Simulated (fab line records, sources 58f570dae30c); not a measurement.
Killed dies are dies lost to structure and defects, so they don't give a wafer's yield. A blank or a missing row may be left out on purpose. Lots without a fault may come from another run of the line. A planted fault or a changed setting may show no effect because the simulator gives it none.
Which tool did it? | flow berkeley_cmos170 | 15 lots, 45 wafers sampled, at 3 steps of a route of 331

WHAT THE GAUGES READ, wafer by wafer
UCB170_GATE_CD_MEAS_12: target cd 350 nm. Usual: cd_nm 350.5 nm, standard deviation 1.5.
lot  | measured     | on        | cd_nm (nm)        | flag
L222 | day 7 23:22  | cd_sem-01 | 349.0 349.6 349.5 |
L225 | day 8 22:26  | cd_sem-02 | 351.3 350.8 350.6 |
L226 | day 8 22:11  | cd_sem-02 | 350.3 350.6 351.2 |
L227 | day 8 22:38  | cd_sem-02 | 349.2 351.1 351.2 |
L239 | day 10 19:38 | cd_sem-01 | 349.4 350.6 348.8 |
L238 | day 10 19:55 | cd_sem-02 | 347.9 348.3 348.7 |
L235 | day 10 19:37 | cd_sem-02 | 352.4 351.6 353.2 |
L236 | day 10 19:29 | cd_sem-01 | 352.8 351.4 350.4 |
L237 | day 10 19:45 | cd_sem-02 | 349.7 351.0 350.5 |
L240 | day 11 04:26 | cd_sem-02 | 352.4 351.2 352.0 |
L241 | day 11 04:38 | cd_sem-01 | 349.1 348.9 349.9 |
L242 | day 11 20:04 | cd_sem-02 | 351.8 352.0 352.2 |
L243 | day 11 19:55 | cd_sem-02 | 351.9 353.0 351.4 |
L245 | day 12 07:31 | cd_sem-02 | 348.3 347.1 347.9 |
L244 | day 12 07:49 | cd_sem-02 | 350.0 348.9 350.6 |

WHICH TOOL RAN EACH LOT (tool, then ch and the chambers of the sampled wafers, then the start)
lot  | UCB170_NVT_STRIP_08                  | UCB170_PVT_STRIP_08
L222 | plasma_asher-03 ch 0,1, day 7 08:46  | plasma_asher-02 ch 0,1, day 7 12:40
L225 | plasma_asher-03 ch 0,1, day 8 05:55  | plasma_asher-02 ch 0,1, day 8 09:21
L226 | plasma_asher-04 ch 0,1, day 8 06:10  | plasma_asher-02 ch 0,1, day 8 09:35
L227 | plasma_asher-02 ch 0,1, day 8 06:13  | plasma_asher-03 ch 1, day 8 09:28
L239 | plasma_asher-04 ch 0,1, day 9 23:52  | plasma_asher-03 ch 0,1, day 10 03:29
L238 | plasma_asher-03 ch 0,1, day 10 00:01 | plasma_asher-02 ch 0,1, day 10 04:13
L235 | plasma_asher-04 ch 0,1, day 10 00:10 | plasma_asher-01 ch 0,1, day 10 04:07
L236 | plasma_asher-02 ch 0,1, day 10 00:25 | plasma_asher-02 ch 0,1, day 10 03:50
L237 | plasma_asher-03 ch 0,1, day 10 00:35 | plasma_asher-03 ch 0,1, day 10 04:24
L240 | plasma_asher-02 ch 0, day 10 09:59   | plasma_asher-03 ch 0,1, day 10 11:30
L241 | plasma_asher-04 ch 0,1, day 10 10:03 | plasma_asher-03 ch 0,1, day 10 12:03
L242 | plasma_asher-02 ch 1, day 11 02:43   | plasma_asher-03 ch 0,1, day 11 04:41
L243 | plasma_asher-03 ch 0,1, day 11 03:07 | plasma_asher-01 ch 0,1, day 11 04:59
L245 | plasma_asher-02 ch 0,1, day 11 11:44 | plasma_asher-01 ch 0,1, day 11 15:00
L244 | plasma_asher-03 ch 0,1, day 11 11:55 | plasma_asher-02 ch 0,1, day 11 15:12
- UCB170_NVT_STRIP_08: strips in O2.
- UCB170_PVT_STRIP_08: strips in O2.

WHAT THE TOOLS THEMSELVES READ (means of the sampled wafers that have a number; where no wafer has one, the mark that the record gives instead)
UCB170_NVT_STRIP_08. Usual: drypump_motor_current_A 5.6 A, standard deviation 0.56; oes_product_au 0.735 a.u., standard deviation 0.0044; strip_time_to_endpoint_s 21.61 s, standard deviation 0.07.
lot  | tool            | drypump_motor_current_A (A) | oes_product_au (a.u.) | strip_time_to_endpoint_s (s) | flag
L222 | plasma_asher-03 | 6.0                         | 0.732                 | 21.69                        |
L225 | plasma_asher-03 | 6.0                         | 0.735                 | 21.61                        |
L226 | plasma_asher-04 | 5.9                         | 0.734                 | 21.69                        |
L227 | plasma_asher-02 | 5.1                         | 0.733                 | 21.70                        |
L239 | plasma_asher-04 | 5.7                         | 0.731                 | 21.43                        |
L238 | plasma_asher-03 | 5.6                         | 0.734                 | 21.59                        |
L235 | plasma_asher-04 | 5.9                         | 0.739                 | 21.69                        |
L236 | plasma_asher-02 | 5.1                         | 0.734                 | 21.56                        |
L237 | plasma_asher-03 | 6.1                         | 0.733                 | 21.64                        |
L240 | plasma_asher-02 | 4.8                         | 0.735                 | 21.56                        |
L241 | plasma_asher-04 | 5.6                         | 0.732                 | 21.58                        |
L242 | plasma_asher-02 | 5.7                         | 0.736                 | 21.63                        |
L243 | plasma_asher-03 | 5.6                         | 0.737                 | 21.60                        |
L245 | plasma_asher-02 | 5.4                         | 0.734                 | 21.66                        |
L244 | plasma_asher-03 | 6.0                         | 0.731                 | 21.62                        |

UCB170_PVT_STRIP_08. Usual: drypump_motor_current_A 5.4 A, standard deviation 0.54; oes_product_au 0.734 a.u., standard deviation 0.0049; strip_time_to_endpoint_s 21.62 s, standard deviation 0.065.
lot  | tool            | drypump_motor_current_A (A) | oes_product_au (a.u.) | strip_time_to_endpoint_s (s) | flag
L222 | plasma_asher-02 | 5.4                         | 0.737                 | 21.72                        |
L225 | plasma_asher-02 | 5.1                         | 0.733                 | 21.49                        |
L226 | plasma_asher-02 | 5.4                         | 0.737                 | 21.63                        |
L227 | plasma_asher-03 | 6.5                         | 0.739                 | 21.63                        |
L239 | plasma_asher-03 | 6.1                         | 0.730                 | 21.68                        |
L238 | plasma_asher-02 | 5.4                         | 0.732                 | 21.69                        |
L235 | plasma_asher-01 | 5.2                         | 0.733                 | 21.57                        |
L236 | plasma_asher-02 | 5.1                         | 0.733                 | 21.60                        |
L237 | plasma_asher-03 | 5.6                         | 0.732                 | 21.64                        |
L240 | plasma_asher-03 | 5.6                         | 0.734                 | 21.52                        |
L241 | plasma_asher-03 | 5.6                         | 0.734                 | 21.61                        |
L242 | plasma_asher-03 | 6.0                         | 0.736                 | 21.60                        |
L243 | plasma_asher-01 | 5.1                         | 0.734                 | 21.61                        |
L245 | plasma_asher-01 | 5.1                         | 0.733                 | 21.58                        |
L244 | plasma_asher-02 | 5.1                         | 0.731                 | 21.66                        |

THE ANSWER, worked out from the rows above alone
Rule: a lot is off if the mean of its wafers that have a number lies more than 3 standard deviations from the usual mean. A lot without any number at a reading at which 4 lots or more have one is off too. The other lots that the step has rows for count as sound. The gauges are gone through in route order, then the tools' own readings, and for those a lot's mean is taken as printed above. The first step at which some lot is off is used, and at that step the reading that is off furthest; a lot without a number counts as furthest.
No lot is off at any reading shown: from this, nothing can be told.

WHAT THE SIMULATOR HAD PUT IN
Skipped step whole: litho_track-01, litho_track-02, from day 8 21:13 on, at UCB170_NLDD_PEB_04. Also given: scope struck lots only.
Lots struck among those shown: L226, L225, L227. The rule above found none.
